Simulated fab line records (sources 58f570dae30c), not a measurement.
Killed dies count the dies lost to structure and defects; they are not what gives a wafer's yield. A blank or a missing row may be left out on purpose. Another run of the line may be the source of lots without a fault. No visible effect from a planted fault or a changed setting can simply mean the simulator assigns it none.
The same fault as seen by 2 desks || flow berkeley-cmos170 || every desk sees just its own numbers, and what lay behind them comes last

## METROLOGY DESK
Lot by lot, what the gauges showed, no matter which tool ran the lot: averages of those sampled wafers that carry a number. The brackets show how far a lot's mean lies from the usual mean; more than 4 standard deviations puts the lot out of limits, marked OUT.
Columns: A = cd-nm at UCB170_V2_CD_MEAS_90, usual 700.3 nm
{"lot": "L331", "first seen here": "day 7 13:24", "A": 700.3}
{"lot": "L333", "first seen here": "day 8 00:10", "A": 700.7}
{"lot": "L335", "first seen here": "day 8 08:54", "A": 699.3}
{"lot": "L336", "first seen here": "day 8 19:31", "A": 702.9}
{"lot": "L337", "first seen here": "day 8 22:50", "A": 702.1}
{"lot": "L339", "first seen here": "day 9 08:59", "A": 702.3}
{"lot": "L338", "first seen here": "day 9 09:35", "A": 701.8}
{"lot": "L340", "first seen here": "day 9 09:50", "A": 699.2}
{"lot": "L343", "first seen here": "day 9 23:47", "A": 699.7}
{"lot": "L342", "first seen here": "day 10 00:49", "A": 699.0}
{"lot": "L347", "first seen here": "day 11 01:17", "A": 700.5}
{"lot": "L346", "first seen here": "day 11 01:53", "A": 696.5}
{"lot": "L351", "first seen here": "day 11 21:35", "A": 699.7}
{"lot": "L354", "first seen here": "day 12 12:56", "A": 700.8}
Result from this desk: across the 14 lots, nothing is out of limits.

## TOOL OWNER'S DESK, rie-diel-03
The tool's own readings at UCB170_M2_ETCH_17 (etches BARC in N2/H2): means of the sampled wafers that have a number, for each lot that ran on this tool. The brackets show how far a lot's mean lies from the usual mean; more than 4 standard deviations puts the lot out of limits, marked OUT.
Columns: A = drypump-motor-current-A at UCB170_M2_ETCH_17, usual 5.5 A; B = oes-product-au at UCB170_M2_ETCH_17, usual 1.000 a.u.; C = rf-fwd-power-W at UCB170_M2_ETCH_17, usual 494.5 W; D = throttle-valve-pct at UCB170_M2_ETCH_17, usual 13.22 %
{"lot": "L331", "first seen here": "day 7 10:17", "A": 5.9, "B": 0.993, "C": 493.9, "D": 13.10}
{"lot": "L333", "first seen here": "day 7 21:10", "A": 5.3, "B": 0.995, "C": 495.6, "D": 13.24}
{"lot": "L338", "first seen here": "day 9 06:34", "A": 5.8, "B": 1.002, "C": 494.2, "D": 13.18}
{"lot": "L346", "first seen here": "day 10 23:10", "A": 5.9, "B": 1.001, "C": 495.9, "D": 13.12}
{"lot": "L351", "first seen here": "day 11 18:52", "A": 5.9, "B": 0.994, "C": 494.7, "D": 13.11}
Result from this desk: across the 5 lots, nothing is out of limits.

## ALL TOGETHER
Metrology desk: nothing out of limits seen.
The tool owner's desk saw nothing out of limits.

## WHAT THE SIMULATOR PUT IN
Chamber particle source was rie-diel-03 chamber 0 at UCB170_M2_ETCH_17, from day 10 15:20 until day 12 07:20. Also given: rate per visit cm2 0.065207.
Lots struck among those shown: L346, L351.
